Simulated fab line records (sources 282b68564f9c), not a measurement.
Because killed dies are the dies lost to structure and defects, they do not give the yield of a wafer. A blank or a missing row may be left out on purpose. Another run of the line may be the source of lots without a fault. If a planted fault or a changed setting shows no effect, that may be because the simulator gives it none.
A lot that was struck, set against a sound lot :: flow rit cmos :: 44 steps out of a route of 202
Sound: the wafers L646.3, L646.4, L646.6. Wafers struck: L660.1, L660.5, L660.6. Last of all comes the cause.
For every step that has rows: the tool of each side, followed by ch and its chambers, followed by its first start. Under that, the readings that differ: sound wafers :: struck wafers :: difference of the means :: sigmas: that difference in standard deviations of wafers without a fault.
alike: readings with means less than 2 such deviations apart, plus words and numbers identical on both sides. not compared: withheld readings, readings lacking a value on some wafer, bounds such as >300 that could conceal the same value, and numbers that have no deviation in the record and whose values overlap.
The two part at a step that has a row with sigmas, a row that says differs or no value, or rows on one side only. When numbers do not overlap yet have no deviation, they are printed without sigmas and do not part them. A reading missing from all wafers of one side parts the sides only when that side holds two or more wafers.

first, 4 steps without rows for these wafers: RIT_PLDD_SOFTBAKE_02 (time 60 s); RIT_PLDD_EXPOSE_03 (exposes mask M8, target cd 40900 nm); RIT_PLDD_PEB_04; RIT_PLDD_DEVELOP_05 (develop time 50 s).
RIT_PLDD_OVL_MEAS_06:
  struck on overlay-02, day 5 19:40; sound on overlay-01, day 2 18:35
  alike: PLDD_OVL
then, 2 steps without rows for these wafers: RIT_PLDD_HARDBAKE_07 (time 60 s); RIT_PLDD_IMPLANT_08.
RIT_PLDD_STRIP_09: strips in O2, time 180 s.
  sound on plasma asher-01 ch 0,1, day 2 18:58; struck on plasma asher-03 ch 0,1, day 5 20:00
  alike: drypump motor current A, o2 flow sccm
  not compared: rf hours counter h
RIT_PLDD_TW_MEAS_10:
  struck on film metro-03, day 5 20:10; sound on film metro-04, day 2 19:07
  alike: PLDD_TW
then, 3 steps without rows for these wafers: RIT_SPACER_CLEAN_00 (cleans in SC1, time 600 s); RIT_SPACER_CLEAN_01 (cleans in dHF, time 30 s); RIT_SPACER_CLEAN_02 (cleans in SC2, time 600 s).
RIT_SPACER_CVD_03: deposits Si3N4 from SiH2Cl2/NH3, target thk 250 nm, time 3300 s.
  sound on lpcvd-02 ch 1, day 2 19:43; struck on lpcvd-02 ch 1, day 5 20:46
reading: model.Si3N4_of_SPACER_CVD_03.thk nm (nm)
sound: 248.6 249.6 247.1
struck: 216.4 214.8 217.5
difference: -32.2
sigmas: 
  alike: zone power centre pct, zone power source pct
RIT_SPACER_THK_MEAS_04:
  struck on film metro-01, day 5 22:41; sound on film metro-01, day 2 21:38
reading: SPACER_NITRIDE_THK (nm)
sound: 248.8 249.7 247.0
struck: 216.4 214.8 217.5
difference: -32.3
sigmas: -13
RIT_SPACER_ETCHBACK_05: etches Si3N4 in SF6/CHF3, stops on SiO2, target depth 250 nm, time 240 s.
  sound on rie diel-01 ch 0,1,3, day 2 21:41; struck on rie diel-01 ch 2,3, day 5 22:45
reading: oes product au (a.u.)
sound: 0.851 0.867 0.831
struck: 0.736 0.739 0.779
difference: -0.098
sigmas: -7

reading: model.etch.depth nm (nm)
sound: 248.6 249.6 247.1
struck: 216.4 214.8 217.5
difference: -32.2
sigmas: 
  alike: drypump motor current A, throttle valve pct
  not compared: rf hours counter h
then, 2 steps without rows for these wafers: RIT_NSD_HMDS_00 (prime time 60 s); RIT_NSD_COAT_01 (resist thk 1000 nm).
RIT_NSD_SOFTBAKE_02: time 61.69 s.
  sound on litho track-01 ch 0, day 2 22:11; struck on litho track-04 ch 0, day 5 23:12
  alike: plate sensor t centre C, plate sensor t edge C, softbake temp c
then, 3 steps without rows for these wafers: RIT_NSD_EXPOSE_03 (exposes mask M9, target cd 40700 nm); RIT_NSD_PEB_04; RIT_NSD_DEVELOP_05 (develop time 50 s).
RIT_NSD_OVL_MEAS_06:
  struck on overlay-01, day 5 23:56; sound on overlay-01, day 2 22:49
  alike: NSD_OVL
then, 2 steps without rows for these wafers: RIT_NSD_HARDBAKE_07 (time 60 s); RIT_NSD_IMPLANT_08.
RIT_NSD_STRIP_09: strips in O2, time 180 s.
  sound on plasma asher-04 ch 0,1, day 2 23:12; struck on plasma asher-01 ch 0,1, day 6 00:16
  alike: drypump motor current A, o2 flow sccm
  not compared: rf hours counter h
RIT_NSD_TW_MEAS_10:
  struck on film metro-03, day 6 00:26; sound on film metro-03, day 2 23:20
  alike: NSD_TW
then, 6 steps without rows for these wafers: RIT_PSD_HMDS_00 (prime time 60 s); RIT_PSD_COAT_01 (resist thk 1000 nm); RIT_PSD_SOFTBAKE_02 (time 60 s); RIT_PSD_EXPOSE_03 (exposes mask M10, target cd 40900 nm); RIT_PSD_PEB_04; RIT_PSD_DEVELOP_05 (develop time 50 s).
RIT_PSD_OVL_MEAS_06:
  struck on overlay-02, day 6 01:28; sound on overlay-02, day 3 00:14
  alike: PSD_OVL
then, 2 steps without rows for these wafers: RIT_PSD_HARDBAKE_07 (time 60 s); RIT_PSD_IMPLANT_08.
RIT_PSD_STRIP_09: strips in O2, time 180 s.
  sound on plasma asher-01 ch 0,1, day 3 00:37; struck on plasma asher-01 ch 0,1, day 6 01:49
  alike: drypump motor current A, o2 flow sccm
  not compared: rf hours counter h
RIT_PSD_TW_MEAS_10:
  struck on film metro-04, day 6 01:59; sound on film metro-03, day 3 00:46
  alike: PSD_TW
then, 3 steps without rows for these wafers: RIT_SDANNEAL_CLEAN_00 (cleans in SC1, time 600 s); RIT_SDANNEAL_CLEAN_01 (cleans in dHF, time 30 s); RIT_SDANNEAL_CLEAN_02 (cleans in SC2, time 600 s).
RIT_SDANNEAL_RTA_03: time 5 s.
  sound on rtp anneal-02 ch 0, day 3 01:40; struck on rtp anneal-02 ch 0, day 6 02:35
  alike: wafer_temp_C_max
RIT_SDANNEAL_RS_MEAS_04: a four-point-probe measurement.
  struck on film metro-03, day 6 02:39; sound on film metro-04, day 3 01:45
reading: PSD_RS (ohm/sq)
sound: 114.99 114.90 114.95
struck: 115.59 115.40 115.70
difference: +0.62
sigmas: +2
RIT_SILICIDE_WET_ETCH_00: etches SiO2 in BOE, target depth 14 nm, time 15 s.
  sound on wet bench-01 ch 1, day 3 02:11; struck on wet bench-01 ch 3, day 6 03:08
reading: model.Si3N4_of_SPACER_CVD_03.thk nm (nm)
sound: 191.8 192.2 190.3
struck: 168.1 166.2 168.2
difference: -23.9
sigmas: 
RIT_M1_PROBE_99:
  struck on prober-02, day 6 10:23; sound on prober-01, day 3 10:33
reading: model.etest.pmos turned.r on ohm um
sound: 3300 3375 3353
struck: 3594 3617 3635
difference: +273
sigmas: 

reading: model.etest.pmos_0p15.r on ohm um
sound: 2657 2684 2715
struck: 2971 3012 2996
difference: +308
sigmas: 

reading: model.etest.nmos_0p15.r on ohm um
sound: 1159 1183 1180
struck: 1293 1331 1312
difference: +138
sigmas: 

reading: model.etest.nmos_0p3.r on ohm um
sound: 2205 2207 2214
struck: 2267 2301 2283
difference: +75
sigmas: 

reading: model.etest.pplus sal.width nm (nm)
sound: 3455 3474 3469
struck: 3507 3489 3518
difference: +39
sigmas: 

reading: model.etest.nplus sal.width nm (nm)
sound: 3441 3459 3449
struck: 3480 3512 3488
difference: +44
sigmas: 

reading: model.etest.pwell pinched.rs ohm sq
sound: 451.7 460.6 458
struck: 482.1 487.3 480.3
difference: +26.5
sigmas: 

reading: model.etest.nwell pinched.rs ohm sq
sound: 349.6 349.8 354.3
struck: 363.9 368.2 368
difference: +15.5
sigmas: 
  alike: killed_at_M0_to_M3, killed at contacts, killed at front end, killed dies, killed open, killed short

WHERE THEY PART
Last at RIT_SDANNEAL_RS_MEAS_04 as far as this record goes, first at RIT_SPACER_THK_MEAS_04. Later steps at which nothing parts them and some readings are alike: RIT_M1_PROBE_99.

WHY: whatever the simulator had introduced
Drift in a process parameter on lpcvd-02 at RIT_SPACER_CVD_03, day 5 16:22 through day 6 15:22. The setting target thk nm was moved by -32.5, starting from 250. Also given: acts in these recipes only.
